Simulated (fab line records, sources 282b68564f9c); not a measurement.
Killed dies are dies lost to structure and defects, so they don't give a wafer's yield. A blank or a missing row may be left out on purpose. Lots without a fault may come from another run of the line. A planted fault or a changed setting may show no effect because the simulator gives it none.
Problem report in the 8D (eight disciplines) form, filled by code | flow rit_cmos | the parts of the form that need people (team, actions taken, sign-off) are left out

1. THE PROBLEM
PSD_TW at RIT_PSD_TW_MEAS_10 reads a mean of 2945 on 6 wafers of 2 lots; wafers without a fault read 3403 with a standard deviation of 28. That is -16 standard deviations from the usual mean.
First seen on wafer L121.1, day 7 00:47, on film_metro-03. The record holds 42 wafers of 14 lots with a number at this step. Rule for "out", or "out of limits": more than 4 standard deviations from the usual mean. The other wafers with a number count as sound.

2. WHAT IT IS AND WHAT IT IS NOT
question                    | is                           | is not
which readings at this step | PSD_TW                       | -
which lots                  | L121, L122                   | L102, L103, L104, L105, L106, L108, L109, L112, L115, L116, L117, L119
which wafers of those lots  | all that have a number       | -
read on which gauges        | film_metro-03, film_metro-04 | film_metro-02
when                        | from day 7 00:47             | up to then (36 sound wafers)

3. SUSPECTS, AND WHAT RULES EACH OUT
Counting: a tool at a process step up to the reading stays a suspect if it ran every lot that is out and no sound lot after the first of them.
- the gauge at RIT_PSD_TW_MEAS_10: ruled out. The wafers that are out were read on 2 gauges (film_metro-03, film_metro-04).
- implanter-04 at RIT_PSD_IMPLANT_08: kept. It ran every lot that is out, first L121 (day 7 00:28), and no sound lot after that; its last sound lot up to then is L115 (day 5 20:37). Its own readings are out on those wafers: dose_ions_cm2, faraday_current_uA.
Left after counting: implanter-04 at RIT_PSD_IMPLANT_08.

4. THE CAUSE (what the simulator had put in)
Process parameter drift: implanter-04, from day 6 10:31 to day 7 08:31, at RIT_PSD_IMPLANT_08. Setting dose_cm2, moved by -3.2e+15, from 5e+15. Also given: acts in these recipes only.
Counting left only this tool.

5. THE CHAIN OF EFFECTS, in route order
Each row: a reading whose mean over the struck wafers that have a number lies more than 3 standard deviations from the usual. Only readings for which the record gives a usual standard deviation are gone through. hours: the time from each lot's start at the first step in this table that gives one to its start at this step, as a median over the lots. sigmas: the change in usual standard deviations.
hours | step                    | reading                   | usual         | on struck wafers | change    | sigmas
0     | RIT_PSD_IMPLANT_08      | beam_on_s                 | 13.8 s        | 10.0             | -3.8      | -3.8
0     | RIT_PSD_IMPLANT_08      | dose_ions_cm2             | 5e+15         | 2e+15            | -3e+15    | -99 or more
0     | RIT_PSD_IMPLANT_08      | end_station_pressure_torr | 1.35e-05 Torr | 9.68e-06         | -3.82e-06 | -3.8
0     | RIT_PSD_IMPLANT_08      | faraday_current_uA        | 11232         | 5593             | -5639     | -6.6
0     | RIT_PSD_TW_MEAS_10      | PSD_TW                    | 3403          | 2945             | -458      | -16
1     | RIT_SDANNEAL_RS_MEAS_04 | PSD_RS                    | 116.4 ohm/sq  | 131.8            | +15.4     | +47
The process steps in it:
- RIT_PSD_IMPLANT_08
Later measuring or inspecting steps at which every struck wafer that the step has a row for has a number for every such reading, and none has moved that far: RIT_CONTACT_CD_MEAS_08.

6. WHAT WOULD HAVE CAUGHT IT SOONER
In this record the first reading out of limits at a measuring or inspecting step was taken at day 7 00:47, 14 hours after the fault began at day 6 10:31.
The tool's own readings at RIT_PSD_IMPLANT_08 were out on every struck wafer that the step has a row for (dose_ions_cm2, faraday_current_uA): an alarm limit on them would have fired on the first of those.
Of the lots that are out (2), L122 began RIT_PSD_IMPLANT_08 on implanter-04 after day 7 00:47. A hold on the tool at that time would have spared it.
